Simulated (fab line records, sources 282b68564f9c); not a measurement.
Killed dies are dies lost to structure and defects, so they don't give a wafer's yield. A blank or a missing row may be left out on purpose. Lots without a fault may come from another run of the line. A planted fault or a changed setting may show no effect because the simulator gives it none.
fab line records | flow rit_cmos
record lots=6 wafers=18 last_day=7
route steps=202 shown ACTIVE@1 M1@202
lots that met no fault: from a run of the same line without faults
start_h: hours from the record's first day to the start of the lot's first wafer shown | wait_h: hours since the lot's step before | " the same as in the row above | L1.1+2: a row that stands for several wafers | - no value, or no start given | * or withheld: withheld | < > ~ a bound
route shown NAME@n: a module of which the file shows steps, and the number in the route of the first | usual: mean/standard deviation of fault-free wafers | same: alike in all rows | chamber/n: place in a boat | sites: the reading at each site | _std_site: their standard deviation | _edge_site: outer sites' mean less inner sites' | radius_mm: how far each site lies from the wafer's centre | mask NAME#n: copy n | behind: the tool/chamber that last shaped the wafer | hold: why the lot was held/for how many hours/how that ended | device: the transistor (n, p or np) that didn't switch | end of line: the same wafers' tests at the end of the route | a step without rows: its recipe alone | killed: dies lost to structure and defects at the first sort, not the wafer's yield | map: a wafer's dies, x killed, . not, _ none there
set.NAME: the setting as run; set.NAME@STEP: as run at that earlier step | model.NAME: the simulator's own value behind a step, which no gauge read
lots at some steps of the route; a table a step, a row a wafer
## steps
# step RIT_ACTIVE_BOW_MEAS_00
# recipe mode=bow
# usual INCOMING_BOW=0/5.7
# columns lot.wafer tool chamber start_h wait_h INCOMING_BOW[um]
L950.3 film_metro-01 - 15.04 - -1
L950.5 " - " " -7
L950.6 " - " " 2
L952.2 film_metro-01 - 25.02 - 3
L952.3 " - " " 11
L952.5 " - " " -6
L954.1 film_metro-04 - 35.00 - -4
L954.4 " - " " 3
L954.6 " - " " -4
L955.1 film_metro-04 - 40.00 - 8
L955.5 " - " " 2
L955.6 " - " " 3
L966.2 film_metro-04 - 95.02 - 8
L966.4 " - " " 6
L966.6 " - " " 2
L970.3 film_metro-02 - 115.04 - 7
L970.4 " - " " -13
L970.6 " - " " -1
# step RIT_ACTIVE_OXIDATION_01
# recipe temp_c=1000 ambient=O2 target_thk_a=468 ox_time_s=3360
# step RIT_ACTIVE_THK_MEAS_02
# recipe reads=SiO2_of_ACTIVE_OXIDATION_01
# usual ACTIVE_OXIDE_THK=46.9/0.86
# columns lot.wafer tool chamber start_h wait_h ACTIVE_OXIDE_THK[nm]
L950.3 film_metro-04 - 17.71 0.0 47.7
L950.5 " - " " 48.0
L950.6 " - " " 48.3
L952.2 film_metro-01 - 27.25 0.0 45.7
L952.3 " - " " 47.0
L952.5 " - " " 45.8
L954.1 film_metro-01 - 37.49 0.0 48.5
L954.4 " - " " 48.2
L954.6 " - " " 48.0
L955.1 film_metro-04 - 42.05 0.0 46.5
L955.5 " - " " 47.0
L955.6 " - " " 46.9
L966.2 film_metro-02 - 97.06 0.0 46.3
L966.4 " - " " 46.2
L966.6 " - " " 46.2
L970.3 film_metro-01 - 117.07 0.0 47.4
L970.4 " - " " 47.0
L970.6 " - " " 46.7
# step RIT_ACTIVE_CVD_03
# recipe material=Si3N4 target_thk_nm=150 temp_c=810 precursor=SiH2Cl2/NH3 time_s=1500 pressure_mtorr=300 sih2cl2_flow_sccm=60 nh3_flow_sccm=150
# usual zone_power_load_pct=20.9/1.2
# columns lot.wafer tool chamber start_h wait_h zone_power_load_pct model.Si3N4_of_ACTIVE_CVD_03.thk_nm
L950.3 lpcvd-01 0 17.75 0.0 21.5 148.8
L950.5 " 0 " " 21.4 147.6
L950.6 " 0 " " 21.5 149.1
L952.2 lpcvd-01 1 27.30 0.0 22.2 230.3
L952.3 " 1 " " 21.5 228.5
L952.5 " 1 " " 22.6 231
L954.1 lpcvd-01 1 37.55 0.1 22.6 233.4
L954.4 " 1 " " 22.2 231.6
L954.6 " 1 " " 22.4 231
L955.1 lpcvd-02 1 42.11 0.1 19.4 150.6
L955.5 " 1 " " 20.1 151.9
L955.6 " 1 " " 20.2 150.5
L966.2 lpcvd-02 0 97.11 0.0 19.4 147.9
L966.4 " 0 " " 19.3 148.5
L966.6 " 0 " " 19.3 148.5
L970.3 lpcvd-01 0 117.11 0.0 21.1 150.8
L970.4 " 0 " " 21.2 149.7
L970.6 " 0 " " 21.4 151.5
# step RIT_ACTIVE_THK_MEAS_04
# recipe reads=Si3N4_of_ACTIVE_CVD_03
# usual ACTIVE_NITRIDE_THK=149.2/1.6
# columns lot.wafer tool chamber start_h wait_h hold ACTIVE_NITRIDE_THK[nm]
L950.3 film_metro-02 - 19.19 0.0 - 148.9
L950.5 " - " " - 147.6
L950.6 " - " " - 149.1
L952.2 film_metro-01 - 28.73 0.0 await_dispo/0.2h/release 230.2
L952.3 " - " " await_dispo/0.2h/release 228.6
L952.5 " - " " await_dispo/0.2h/release 231.2
L952.2 film_metro-01 - 28.95 0.2 - 230.4
L952.3 " - " " - 228.7
L952.5 " - " " - 230.8
L954.1 film_metro-01 - 38.97 0.0 await_dispo/0.2h/release 233.3
L954.4 " - " " await_dispo/0.2h/release 231.8
L954.6 " - " " await_dispo/0.2h/release 231.2
L954.1 film_metro-01 - 39.20 0.2 - 233.4
L954.4 " - " " - 231.5
L954.6 " - " " - 230.7
L955.1 film_metro-04 - 43.53 0.0 - 150.7
L955.5 " - " " - 151.8
L955.6 " - " " - 150.4
L966.2 film_metro-02 - 98.54 0.0 - 147.9
L966.4 " - " " - 148.5
L966.6 " - " " - 148.4
L970.3 film_metro-04 - 118.55 0.0 - 150.9
L970.4 " - " " - 149.6
L970.6 " - " " - 151.4
# step RIT_M1_PROBE_99
# usual defect_limited_yield=97.5/1.1 killed_at_contacts=0.1/0.32 killed_at_front_end=7/3 killed_dies=7/3 killed_on_rim=1.8/1.4 killed_open=3.4/2.2 killed_short=3.3/1.8 sort_bin_3_pad_short=0.2/0.25 sort_bin_5_function=1.5/0.79 sort_bin_6_memory=0.9/0.65 sort_n_pass=257/3 sort_yield_pct=97.5/1.1
# same gross_dies=264 killed_at_M0_to_M3=0 killed_at_M4_up=0 killed_at_back_side=0 killed_at_other=0
# columns lot.wafer tool chamber start_h wait_h defect_limited_yield[%] killed_at_contacts killed_at_front_end killed_dies killed_on_rim killed_open killed_short sort_bin_3_pad_short[%] sort_bin_5_function[%] sort_bin_6_memory[%] sort_n_pass sort_yield_pct[%]
L950.3 prober-02 - 64.46 0.2 97.7 0 6 6 0 3 3 0.4 1.1 0.8 258 97.7
L950.5 prober-02 - 64.56 0.2 98.5 0 4 4 1 1 3 0.4 0.8 0.4 260 98.5
L950.6 prober-02 - 64.61 0.2 97.3 0 7 7 0 3 4 0.4 2.3 0 257 97.3
L955.1 prober-01 - 87.62 0.1 95.8 0 11 11 2 7 4 0 2.7 1.5 253 95.8
L955.5 prober-01 - 87.82 0.2 95.8 0 11 11 0 4 7 0 2.7 1.5 253 95.8
L955.6 prober-01 - 87.87 0.2 97.0 0 8 8 1 5 3 0.4 1.9 0.8 256 97.0
L966.2 prober-02 - 142.13 0.1 96.6 0 9 9 4 5 4 0 2.3 1.1 255 96.6
L966.4 prober-02 - 142.23 0.2 95.5 0 12 12 3 6 6 0.4 3.4 0.8 252 95.5
L966.6 prober-02 - 142.33 0.2 98.1 0 5 5 0 1 4 0 1.9 0 259 98.1
L970.3 prober-02 - 162.25 0.2 95.5 1 11 12 4 6 6 0 1.9 2.7 252 95.5
L970.4 prober-02 - 162.30 0.2 98.9 0 3 3 1 1 2 0.4 0.4 0.4 261 98.9
L970.6 prober-02 - 162.40 0.2 95.5 0 12 12 5 3 9 0.4 1.1 3.0 252 95.5
# killed by level:class
L950.3 GATE:geometric_particle:short=2 SPACER:geometric_particle:open=2 GATE:geometric_particle:open=1 SILICIDE:geometric_particle:short=1
L950.5 FOX1:geometric_particle:short=1 GATE:geometric_particle:short=1 REOX:geometric_particle:open=1 SILICIDE:geometric_particle:short=1
L950.6 GATE:geometric_particle:short=2 FOX1:geometric_particle:open=1 REOX:geometric_particle:open=1 SPACER:geometric_particle:open=1 SPACER:geometric_particle:short=1 SILICIDE:geometric_particle:short=1
L955.1 GATE:geometric_particle:open=4 GATE:geometric_particle:short=2 FOX1:geometric_particle:open=1 FOX2:geometric_particle:open=1 REOX:geometric_particle:short=1 SPACER:geometric_particle:open=1 SPACER:geometric_particle:short=1
L955.5 GATE:geometric_particle:short=2 GATE:geometric_particle:open=2 SPACER:geometric_particle:open=2 SPACER:geometric_particle:short=2 FOX1:geometric_particle:short=1 FOX2:geometric_particle:short=1 REOX:geometric_particle:short=1
L955.6 GATE:geometric_particle:open=3 FOX1:geometric_particle:open=2 GATE:geometric_particle:short=2 SPACER:geometric_particle:short=1
L966.2 FOX1:geometric_particle:short=2 FOX2:geometric_particle:open=2 FOX1:geometric_particle:open=1 GATE:geometric_particle:open=1 GATE:geometric_particle:short=1 REOX:geometric_particle:short=1 SPACER:geometric_particle:open=1
L966.4 GATE:geometric_particle:open=5 GATE:geometric_particle:short=3 SILICIDE:geometric_particle:short=2 SPACER:geometric_particle:short=1 SILICIDE:geometric_particle:open=1
L966.6 GATE:geometric_particle:short=2 FOX1:geometric_particle:short=1 GATE:geometric_particle:open=1 REOX:geometric_particle:short=1
L970.3 GATE:geometric_particle:short=4 GATE:geometric_particle:open=2 SILICIDE:geometric_particle:open=2 FOX2:geometric_particle:open=1 FOX2:geometric_particle:short=1 SPACER:geometric_particle:short=1 CONTACT:geometric_particle:open=1
L970.4 GATE:geometric_particle:open=1 SPACER:geometric_particle:short=1 SILICIDE:geometric_particle:short=1
L970.6 GATE:geometric_particle:short=4 FOX2:geometric_particle:short=2 SILICIDE:geometric_particle:short=2 SILICIDE:geometric_particle:open=2 GATE:geometric_particle:open=1 SPACER:geometric_particle:short=1
## key
first_sign step=RIT_ACTIVE_THK_MEAS_04 reading=visit direction=added
effect step=RIT_ACTIVE_THK_MEAS_04 reading=ACTIVE_NITRIDE_THK direction=up sigmas=51 usual=149.2 struck=231.0
model_effect step=RIT_ACTIVE_CVD_03 value=Si3N4_of_ACTIVE_CVD_03.thk_nm without=148.6 struck=231
met_at RIT_ACTIVE_CVD_03
struck_wafers L952.2,L952.3,L952.5,L954.1,L954.4,L954.6
scrapped_behind RIT_ACTIVE_THK_MEAS_04 L952.2,L952.3,L952.5,L954.1,L954.4,L954.6
onset_between 17.75 27.30
fault kind=process_parameter_drift tool=lpcvd-01 chamber=- onset_h=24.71 steps=RIT_ACTIVE_CVD_03 channel=target_thk_nm offset=82.389 shape=step end_h=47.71 acts_in=these_recipes_only stated=150
